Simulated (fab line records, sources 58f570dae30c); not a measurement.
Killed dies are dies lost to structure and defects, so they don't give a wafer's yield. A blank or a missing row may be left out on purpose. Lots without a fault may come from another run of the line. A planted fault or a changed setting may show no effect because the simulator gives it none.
Which tool did it? | flow berkeley_cmos170 | 7 lots, 21 wafers sampled, at 2 steps of a route of 331

WHAT THE GAUGES READ, wafer by wafer
UCB170_SDANNEAL_RS_MEAS_02: measures by four-point-probe.
lot  | measured     | on            | PSD_RS (ohm/sq)
L839 | day 8 22:52  | film_metro-03 | 75.2 75.2 75.5
L845 | day 10 09:02 | film_metro-04 | 75.5 75.3 75.7
L844 | day 10 09:25 | film_metro-03 | 75.3 75.0 75.4
L851 | day 11 09:24 | film_metro-04 | 75.7 75.6 75.8
L848 | day 11 10:27 | film_metro-01 | 83.9 83.7 83.7 83.9 83.7 83.8
L858 | day 12 16:15 | film_metro-04 | 75.6 75.9 75.8
L859 | day 13 11:50 | film_metro-03 | 75.5 75.7 75.2

WHICH TOOL RAN EACH LOT (tool, then ch and the chambers of the sampled wafers, then the start)
lot  | UCB170_SDANNEAL_RTA_01
L839 | rtp_anneal-01 ch 0, day 8 22:48
L845 | rtp_anneal-02 ch 0, day 10 08:58
L844 | rtp_anneal-02 ch 0, day 10 09:20
L851 | rtp_anneal-02 ch 0, day 11 09:20
L848 | rtp_anneal-02 ch 0, day 11 10:23
L858 | rtp_anneal-01 ch 0, day 12 16:11
L859 | rtp_anneal-01 ch 0, day 13 11:46
- UCB170_SDANNEAL_RTA_01: time 5 s.

THE ANSWER, worked out from the rows above alone
Rule: what is usual is taken from the lots themselves. Put in order of their means at a reading, lots are off if they are a third of the lots or fewer, leave a main group of 4 or more, and stand apart from it by a gap of 3 or more times the standard deviation of the main group's means; of several such gaps the widest counts. A main group whose means are all the same, to the digits that the tables above print for the reading, isn't used. A lot without any number at a reading at which 4 lots or more have one is off too. The other lots that the step has rows for count as sound.
Off: L848, at UCB170_SDANNEAL_RS_MEAS_02 (PSD_RS). The main group: mean 75.5 ohm/sq, standard deviation 0.19.
A tool fits if, at a process step before that reading, it ran every lot that is off, and no sound lot after the first of them. The gauges at UCB170_SDANNEAL_RS_MEAS_02 are tried like those tools. Can't be told from this: 2 tools fit, rtp_anneal-02 at UCB170_SDANNEAL_RTA_01, film_metro-01 at UCB170_SDANNEAL_RS_MEAS_02.

WHAT THE SIMULATOR HAD PUT IN
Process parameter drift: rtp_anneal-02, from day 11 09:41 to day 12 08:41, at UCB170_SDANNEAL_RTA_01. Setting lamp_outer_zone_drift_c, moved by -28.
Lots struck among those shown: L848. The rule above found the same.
